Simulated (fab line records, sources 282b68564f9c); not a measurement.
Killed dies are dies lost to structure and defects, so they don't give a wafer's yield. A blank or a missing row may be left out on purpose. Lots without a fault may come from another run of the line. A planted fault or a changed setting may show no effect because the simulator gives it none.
Split-lot experiment | flow rit_cmos | 5 lots, 23 wafers read, on a route of 202 steps

THE SPLIT
At RIT_NRETRO_IMPLANT_08, the setting energy_kev was moved away from the recipe's 70 on 9 of the 23 wafers read, by -5.8% to +3.0%. The other wafers ran this setting at the recipe's value.

The reading is taken at the split's own step.

THE READING
implant.drp_nm (the simulator's own value, which no gauge read), in nm, at RIT_NRETRO_IMPLANT_08. The file gives no usual value for it.

wafer  | tool, chamber at the split | energy_kev as run | against the recipe | implant.drp_nm, nm | against lot-mates on the recipe
L074.1 | implanter-03, 0            | 70                | recipe             | 33.94              | -
L074.5 | implanter-03, 0            | 70                | recipe             | 33.94              | -
L074.2 | implanter-03, 0            | 72.11             | +3.0%              | 34.8               | +0.86
L074.3 | implanter-03, 0            | 72.11             | +3.0%              | 34.8               | +0.86
L074.6 | implanter-03, 0            | 72.11             | +3.0%              | 34.8               | +0.86
L078.1 | implanter-03, 0            | 65.96             | -5.8%              | 32.26              | -1.68
L078.5 | implanter-03, 0            | 65.96             | -5.8%              | 32.26              | -1.68
L078.2 | implanter-03, 0            | 70                | recipe             | 33.94              | -
L078.4 | implanter-03, 0            | 70                | recipe             | 33.94              | -
L078.6 | implanter-03, 0            | 70                | recipe             | 33.94              | -
L080.1 | implanter-01, 0            | 71.12             | +1.6%              | 34.39              | +0.45
L080.2 | implanter-01, 0            | 71.12             | +1.6%              | 34.39              | +0.45
L080.3 | implanter-01, 0            | 70                | recipe             | 33.94              | -
L080.4 | implanter-01, 0            | 70                | recipe             | 33.94              | -
L080.6 | implanter-01, 0            | 70                | recipe             | 33.94              | -
L082.2 | implanter-03, 0            | 70                | recipe             | 33.94              | -
L082.3 | implanter-03, 0            | 70                | recipe             | 33.94              | -
L082.5 | implanter-03, 0            | 70                | recipe             | 33.94              | -
L084.1 | implanter-03, 0            | 70                | recipe             | 33.94              | -
L084.2 | implanter-03, 0            | 70                | recipe             | 33.94              | -
L084.5 | implanter-03, 0            | 70                | recipe             | 33.94              | -
L084.3 | implanter-03, 0            | 66.83             | -4.5%              | 32.62              | -1.32
L084.6 | implanter-03, 0            | 66.83             | -4.5%              | 32.62              | -1.32

THE FIT
A straight line over all 23 wafers: implant.drp_nm changes by +0.289 nm for each +1% of energy_kev; r = +1.00; the points scatter about the line by 0.0058 nm.
The same after taking each lot's own level away (the mean of its wafers on the recipe; 23 wafers): +0.289 nm for each +1%; r = +1.00; scatter 0.0058 nm.
On that fit, the largest move of energy_kev shifts the reading by 1.7 nm.
The lots' own levels span 33.940 to 33.940 nm.
So the lot-to-lot level changes the slope little: the two slopes agree.
Check: with one of the wafers moved furthest among these (-5.8%) left out of the fit, the line predicts -1.67 nm for it against its lot-mates. It came out at -1.68 nm against them.

OTHER SPLITS ON THESE WAFERS
These wafers also went through other splits before the reading. Each is held against what the fit with the lots' levels taken away leaves over:
other split on the same wafers   | wafers away from the commonest value | r with implant.drp_nm (lot level and that fit taken away)
RIT_ACTIVE_COAT_06 resist_thk_nm | 5                                    | +0.03
RIT_ACTIVE_EXPOSE_08 dose_mj     | 7                                    | +0.01
RIT_FOX1_OXIDATION_00 temp_c     | 18                                   | +0.20
RIT_FOX2_OXIDATION_00 ox_time_s  | 15                                   | +0.04
RIT_PWELL_COAT_01 spin_rpm       | 5                                    | +0.03

THE WHOLE CHAIN: every reading that the file lists as answering this split, in the file's order
step                  | what it does | reading                                                         | change (the file's fit)               | r (the file's)
RIT_NRETRO_IMPLANT_08 |              | implant.rp_nm (the simulator's own value, which no gauge read)  | +0.856 nm for each +1% of the setting | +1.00
RIT_NRETRO_IMPLANT_08 |              | implant.drp_nm (the simulator's own value, which no gauge read) | +0.29 nm for each +1% of the setting  | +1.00

THE FILE'S OWN FIT
implant.drp_nm changes by +0.29 nm for each +1% of energy_kev, r = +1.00.
